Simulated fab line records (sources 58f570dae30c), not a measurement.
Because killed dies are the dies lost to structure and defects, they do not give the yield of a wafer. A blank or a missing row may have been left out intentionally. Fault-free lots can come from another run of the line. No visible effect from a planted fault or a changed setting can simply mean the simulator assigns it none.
Which tool did it? || flow berkeleyCmos170 || at 1 step of a route of 331, 15 lots with 45 wafers sampled

WHAT THE GAUGES SHOWED, per wafer
The record lacks any reading of a measuring or inspecting step that a usual standard deviation could be used to judge.

TOOL THAT RAN EACH LOT (tool first, then ch and the chambers of the sampled wafers, then the start)
{"lot": "L274", "UCB170_NSD_EXPOSE_03": "krfScanner-02 ch 0, day 6 15:11"}
{"lot": "L273", "UCB170_NSD_EXPOSE_03": "krfScanner-01 ch 0, day 6 15:23"}
{"lot": "L275", "UCB170_NSD_EXPOSE_03": "krfScanner-01 ch 0, day 6 17:58"}
{"lot": "L278", "UCB170_NSD_EXPOSE_03": "krfScanner-01 ch 0, day 7 05:32"}
{"lot": "L279", "UCB170_NSD_EXPOSE_03": "krfScanner-01 ch 0, day 7 06:01"}
{"lot": "L280", "UCB170_NSD_EXPOSE_03": "krfScanner-02, day 7 19:01"}
{"lot": "L281", "UCB170_NSD_EXPOSE_03": "krfScanner-02, day 7 19:08"}
{"lot": "L282", "UCB170_NSD_EXPOSE_03": "krfScanner-01, day 8 03:23"}
{"lot": "L283", "UCB170_NSD_EXPOSE_03": "krfScanner-01 ch 0, day 8 12:49"}
{"lot": "L290", "UCB170_NSD_EXPOSE_03": "krfScanner-01 ch 0, day 9 20:50"}
{"lot": "L291", "UCB170_NSD_EXPOSE_03": "krfScanner-02 ch 0, day 10 06:34"}
{"lot": "L292", "UCB170_NSD_EXPOSE_03": "krfScanner-01 ch 0, day 10 16:44"}
{"lot": "L293", "UCB170_NSD_EXPOSE_03": "krfScanner-01 ch 0, day 10 17:11"}
{"lot": "L295", "UCB170_NSD_EXPOSE_03": "krfScanner-02 ch 0, day 10 21:04"}
{"lot": "L296", "UCB170_NSD_EXPOSE_03": "krfScanner-02 ch 0, day 11 13:19"}
- UCB170_NSD_EXPOSE_03: exposes mask NSELECT MOD, target cd 1200 nm.

AS READ BY THE TOOLS THEMSELVES (means over the sampled wafers that have a number; for cases with no such wafer, the mark the record gives instead)
UCB170_NSD_EXPOSE_03.
{"lot": "L274", "tool": "krfScanner-02", "exposureDoseMJCm2": 30.01, "focusOffsetNm (nm)": -0.2}
{"lot": "L273", "tool": "krfScanner-01", "exposureDoseMJCm2": 29.99, "focusOffsetNm (nm)": 0.8}
{"lot": "L275", "tool": "krfScanner-01", "exposureDoseMJCm2": 30.02, "focusOffsetNm (nm)": 0.6}
{"lot": "L278", "tool": "krfScanner-01", "exposureDoseMJCm2": 29.99, "focusOffsetNm (nm)": -0.3}
{"lot": "L279", "tool": "krfScanner-01", "exposureDoseMJCm2": 29.99, "focusOffsetNm (nm)": -0.3}
{"lot": "L280", "tool": "krfScanner-02", "exposureDoseMJCm2": "-", "focusOffsetNm (nm)": "-"}
{"lot": "L281", "tool": "krfScanner-02", "exposureDoseMJCm2": "-", "focusOffsetNm (nm)": "-"}
{"lot": "L282", "tool": "krfScanner-01", "exposureDoseMJCm2": "-", "focusOffsetNm (nm)": "-"}
{"lot": "L283", "tool": "krfScanner-01", "exposureDoseMJCm2": 30.03, "focusOffsetNm (nm)": -0.3}
{"lot": "L290", "tool": "krfScanner-01", "exposureDoseMJCm2": 29.94, "focusOffsetNm (nm)": 0.3}
{"lot": "L291", "tool": "krfScanner-02", "exposureDoseMJCm2": 29.93, "focusOffsetNm (nm)": 0.5}
{"lot": "L292", "tool": "krfScanner-01", "exposureDoseMJCm2": 30.03, "focusOffsetNm (nm)": 0.1}
{"lot": "L293", "tool": "krfScanner-01", "exposureDoseMJCm2": 29.94, "focusOffsetNm (nm)": -0.0}
{"lot": "L295", "tool": "krfScanner-02", "exposureDoseMJCm2": 29.94, "focusOffsetNm (nm)": -0.9}
{"lot": "L296", "tool": "krfScanner-02", "exposureDoseMJCm2": 29.97, "focusOffsetNm (nm)": -0.2}

THE ANSWER, worked out from the rows above alone
Rule: the usual values come from the lots themselves. Put in order of their means at a reading, lots are off if they are a third of the lots or fewer, leave a main group of 4 or more, and stand apart from it by a gap of 3 or more times the standard deviation of the main group's means; of several such gaps the widest counts. Not used: any main group whose means are identical at the precision the tables above print for the reading. A lot without any number at a reading at which 4 lots or more have one is off too. Where the step has rows for the other lots, those lots are counted as sound. Order of review: gauges by route order, followed by the tools' own readings, for which a lot's mean as printed above is used. The first step at which some lot is off is used, and at that step the reading that is off furthest; a lot without a number counts as furthest.
Off: L280, L281, L282 (UCB170_NSD_EXPOSE_03, exposureDoseMJCm2). Without a number there: L280, L281, L282. The main group has a mean of 29.98 with a standard deviation of 0.036.
If a tool, at that step or one of the process steps before it, ran each lot that is off and ran no sound lot following the first of them, it fits. Of those tried, none fits.

WHAT THE SIMULATOR HAD INSERTED
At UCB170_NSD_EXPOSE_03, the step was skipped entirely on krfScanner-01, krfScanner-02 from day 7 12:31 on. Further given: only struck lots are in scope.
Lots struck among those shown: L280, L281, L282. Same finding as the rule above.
